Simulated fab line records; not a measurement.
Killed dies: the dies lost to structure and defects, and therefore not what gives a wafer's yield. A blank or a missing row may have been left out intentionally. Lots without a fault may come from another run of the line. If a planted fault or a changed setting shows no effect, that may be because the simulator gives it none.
Commonality check across tools | flow rit-cmos | 16 lots and 60 wafers in the sample

## REASON FOR OPENING
RIT_M1_OVL_MEAS_10, reading M1_OVL: flagged on 4 of 16 lots. Fault-free wafers read -0.1 nm, with a standard deviation of 1.5.
Rule: flag the lot when none of its wafers has a number, or when each of its wafers that has one lies beyond 4 standard deviations from that mean. The rest of the lots are taken to be sound.

lot  | measured    | on         | M1_OVL (nm), wafer by wafer         | flag
L139 | day 3 07:40 | overlay-02 | 1.4 -0.6 1.1                        |
L141 | day 3 17:09 | overlay-01 | -2.4 -1.6 0.0                       |
L143 | day 4 04:01 | overlay-02 | -0.6 -0.8 1.4                       |
L145 | day 4 13:10 | overlay-01 | 1.5 -1.4 0.1                        |
L146 | day 4 17:55 | overlay-02 | 1.2 0.5 -0.1                        |
L148 | day 5 04:40 | overlay-01 | 0.3 -1.2 -1.2                       |
L149 | day 5 08:22 | overlay-01 | -1.2 -3.0 -1.2                      |
L150 | day 5 14:41 | overlay-02 | 1.2 1.5 1.9                         |
L151 | day 5 18:26 | overlay-02 | -0.8 -0.2 1.9                       |
L152 | day 6 04:40 | overlay-02 | 358.1 358.7 360.1 357.8 359.2 359.8 | FLAGGED
L153 | day 6 06:22 | overlay-02 | 358.2 358.1 358.8 358.4 358.5 358.8 | FLAGGED
L154 | day 6 08:28 | overlay-02 | 1.8 1.2 1.3                         |
L155 | day 6 15:26 | overlay-02 | 359.4 362.1 358.6 359.3 361.7 358.5 | FLAGGED
L156 | day 6 21:53 | overlay-01 | 361.1 359.6 359.8 361.2 359.8 359.7 | FLAGGED
L159 | day 7 11:24 | overlay-01 | -2.0 -1.4 -3.5                      |
L160 | day 7 14:49 | overlay-01 | -0.9 -0.1 -1.4                      |
On average the flagged lots read 359.4 nm, which is +359.5 nm against the usual, or +99 or more standard deviations.

## LOT BY LOT: THE TOOL USED
The record keeps 1 process step preceding the reading, out of 202 steps on the route. Each cell gives the tool, then ch followed by the chambers the sampled wafers passed through, then the start.
lot  | flag    | RIT_M1_EXPOSE_06
L139 |         | iline-stepper-01 ch 0, day 3 07:07
L141 |         | iline-stepper-01 ch 0, day 3 16:30
L143 |         | iline-stepper-02 ch 0, day 4 03:28
L145 |         | iline-stepper-01 ch 0, day 4 12:38
L146 |         | iline-stepper-01 ch 0, day 4 17:22
L148 |         | iline-stepper-02 ch 0, day 5 04:08
L149 |         | iline-stepper-02 ch 0, day 5 07:49
L150 |         | iline-stepper-01 ch 0, day 5 14:08
L151 |         | iline-stepper-01 ch 0, day 5 17:53
L152 | FLAGGED | iline-stepper-01 ch 0, day 6 04:05
L153 | FLAGGED | iline-stepper-01 ch 0, day 6 05:50
L154 |         | iline-stepper-02 ch 0, day 6 07:57
L155 | FLAGGED | iline-stepper-01 ch 0, day 6 14:50
L156 | FLAGGED | iline-stepper-01 ch 0, day 6 21:17
L159 |         | iline-stepper-02 ch 0, day 7 10:52
L160 |         | iline-stepper-02 ch 0, day 7 14:16
What is done by these steps:
- RIT_M1_EXPOSE_06: exposes mask M12, target cd 2600 nm.
- RIT_M1_OVL_MEAS_10

## FLAGGED OVER TOTAL, TOOL BY TOOL (the gauges that took the reading come last)
step               | tool             | lots run | flagged | share of the flagged lots | sound lots run after its first flagged lot
RIT_M1_EXPOSE_06   | iline-stepper-01 | 10       | 4       | all                       | 0
RIT_M1_EXPOSE_06   | iline-stepper-02 | 6        | 0       | none                      | -
RIT_M1_OVL_MEAS_10 | overlay-01       | 7        | 1       | some                      | 2 (L159,L160)
RIT_M1_OVL_MEAS_10 | overlay-02       | 9        | 3       | some                      | 1 (L154)

## WHAT THE TABLE PERMITS
In the table, 1 row covers all flagged lots: iline-stepper-01 at RIT_M1_EXPOSE_06.
- iline-stepper-01 at RIT_M1_EXPOSE_06 ran 10 lots, 4 of them flagged. Its last sound lot is L151 (day 5 17:53), its first flagged lot L152 (day 6 04:05): a fault that began between those two fits.
One tool is left: iline-stepper-01 at RIT_M1_EXPOSE_06.

## WHAT THE SIMULATOR PUT IN
Scanner matching overlay: iline-stepper-01, from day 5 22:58 on, at RIT_M1_EXPOSE_06. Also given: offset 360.
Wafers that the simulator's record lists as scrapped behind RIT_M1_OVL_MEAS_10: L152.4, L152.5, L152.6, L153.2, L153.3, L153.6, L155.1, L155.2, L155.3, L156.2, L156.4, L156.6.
Struck lots among those shown: L152, L153, L155, L156. The rule above reached the same finding.
